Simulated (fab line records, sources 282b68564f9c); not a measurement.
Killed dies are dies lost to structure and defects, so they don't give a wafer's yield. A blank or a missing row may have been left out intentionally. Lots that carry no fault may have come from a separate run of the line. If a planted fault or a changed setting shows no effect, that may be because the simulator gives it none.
A struck lot beside a sound one ; flow ritCmos ; 43 out of 202 route steps
Sound: these wafers, L558.1, L558.3, L558.4. The struck wafers were L569.2, L569.4, L569.6. The cause comes at the end.
At each step with rows: each side's tool, then ch and its chambers, then its first start. Under that, the readings that differ: sound wafers ; struck wafers ; difference of the means ; sigmas: that difference in standard deviations of wafers without a fault.
alike: readings with means less than 2 such deviations apart, plus words and numbers identical on both sides. not compared: withheld readings, readings lacking a value on some wafer, bounds such as >300 that could conceal the same value, and numbers that have no deviation in the record and whose values overlap.
A row with sigmas, a row that says differs or no value, or rows on one side alone: a step with any of these is where the two part. Non-overlapping numbers with no deviation appear without sigmas and do not part them. A reading missing from all wafers of one side parts the sides only when that side holds two or more wafers.

first, 1 step without rows for these wafers: RIT_NWELL_IMPLANT_08.
RIT_NWELL_STRIP_09: strips in O2, time 180 s.
  sound on plasmaAsher-01 ch 0,1, day 2 19:57; struck on plasmaAsher-02 ch 0,1, day 5 11:55
  alike: drypumpMotorCurrentA
  not compared: rfHoursCounterH
RIT_NWELL_TW_MEAS_10:
  sound on filmMetro-03, day 2 20:07; struck on filmMetro-03, day 5 12:06
  alike: NWELL_TW
then, 6 steps without rows for these wafers: RIT_PWELL_HMDS_00 (prime time 60 s); RIT_PWELL_COAT_01 (resist thk 1300 nm); RIT_PWELL_SOFTBAKE_02 (time 60 s); RIT_PWELL_EXPOSE_03 (exposes mask M3, target cd 43700 nm); RIT_PWELL_PEB_04; RIT_PWELL_DEVELOP_05 (develop time 68 s).
RIT_PWELL_OVL_MEAS_06:
  sound on overlay-01, day 2 21:04; struck on overlay-01, day 5 13:02
  alike: PWELL_OVL
then, 2 steps without rows for these wafers: RIT_PWELL_HARDBAKE_07 (time 120 s); RIT_PWELL_IMPLANT_08.
RIT_PWELL_STRIP_09: strips in O2, time 180 s.
  sound on plasmaAsher-01 ch 0,1, day 2 21:30; struck on plasmaAsher-01 ch 0,1, day 5 13:28
  alike: drypumpMotorCurrentA
  not compared: rfHoursCounterH
RIT_PWELL_TW_MEAS_10:
  sound on filmMetro-01, day 2 21:40; struck on filmMetro-03, day 5 13:39
  alike: PWELL_TW
then, 1 step without rows for these wafers: RIT_WELLDRIVE_ANNEAL_00 (time 14700 s).
RIT_WELLDRIVE_RS_MEAS_01: the measuring method here is four-point-probe.
  sound on filmMetro-01, day 3 05:19; struck on filmMetro-03, day 5 22:01
  alike: NWELL_RS
RIT_WELLDRIVE_RS_MEAS_02: the measuring method here is four-point-probe.
  sound on filmMetro-01, day 3 05:26; struck on filmMetro-03, day 5 22:08
  alike: PWELL_RS
then, 6 steps without rows for these wafers: RIT_NRETRO_HMDS_00 (prime time 60 s); RIT_NRETRO_COAT_01 (resist thk 1300 nm); RIT_NRETRO_SOFTBAKE_02 (time 60 s); RIT_NRETRO_EXPOSE_03 (exposes mask M4, target cd 43900 nm); RIT_NRETRO_PEB_04; RIT_NRETRO_DEVELOP_05 (develop time 68 s).
RIT_NRETRO_OVL_MEAS_06:
  sound on overlay-02, day 3 06:26; struck on overlay-02, day 5 23:15
  alike: NRETRO_OVL
then, 2 steps without rows for these wafers: RIT_NRETRO_HARDBAKE_07 (time 120 s); RIT_NRETRO_IMPLANT_08.
RIT_NRETRO_STRIP_09: strips in O2, time 180 s.
  sound on plasmaAsher-02 ch 0,1, day 3 06:53; struck on plasmaAsher-04 ch 0,1, day 5 23:41
  alike: drypumpMotorCurrentA
  not compared: rfHoursCounterH
RIT_NRETRO_TW_MEAS_10:
  sound on filmMetro-02, day 3 07:03; struck on filmMetro-01, day 5 23:52
  alike: NRETRO_TW
then, 2 steps without rows for these wafers: RIT_PRETRO_HMDS_00 (prime time 60 s); RIT_PRETRO_COAT_01 (resist thk 1300 nm).
RIT_PRETRO_SOFTBAKE_02: time 60.96 s.
  sound on lithoTrack-02 ch 0, day 3 07:25; struck on lithoTrack-02 ch 0, day 6 00:14
  alike: plateSensorTCentreC, plateSensorTEdgeC, resistLineTempC
then, 3 steps without rows for these wafers: RIT_PRETRO_EXPOSE_03 (exposes mask M5, target cd 43700 nm); RIT_PRETRO_PEB_04; RIT_PRETRO_DEVELOP_05 (develop time 68 s).
RIT_PRETRO_OVL_MEAS_06:
  sound on overlay-01, day 3 08:07; struck on overlay-01, day 6 00:48
reading;sound;struck;difference;sigmas
PRETRO_OVL (nm);0.3 0.4 0.2;-5.1 -2.6 -2.8;-3.8;-2
then, 2 steps without rows for these wafers: RIT_PRETRO_HARDBAKE_07 (time 120 s); RIT_PRETRO_IMPLANT_08.
RIT_PRETRO_STRIP_09: strips in O2, time 180 s.
  sound on plasmaAsher-03 ch 0,1, day 3 08:34; struck on plasmaAsher-03 ch 0,1, day 6 01:14
  alike: drypumpMotorCurrentA
  not compared: rfHoursCounterH
RIT_PRETRO_TW_MEAS_10:
  sound on filmMetro-03, day 3 08:44; struck on filmMetro-02, day 6 01:25
  alike: PRETRO_TW
then, 3 steps without rows for these wafers: RIT_GATE_WET_ETCH_00 (etches SiO2 in BOE, target depth 56 nm, time 60 s); RIT_GATE_CLEAN_01 (cleans in SC1, time 600 s); RIT_GATE_CLEAN_02 (cleans in dHF, time 30 s).
RIT_M1_PROBE_99:
  only the struck wafers here have rows in the record (prober-01, day 7 12:33); the sound ones have none

WHERE THEY PART
Last at RIT_M1_PROBE_99 as far as this record goes, first at RIT_PRETRO_OVL_MEAS_06.

WHY: the cause the simulator had injected
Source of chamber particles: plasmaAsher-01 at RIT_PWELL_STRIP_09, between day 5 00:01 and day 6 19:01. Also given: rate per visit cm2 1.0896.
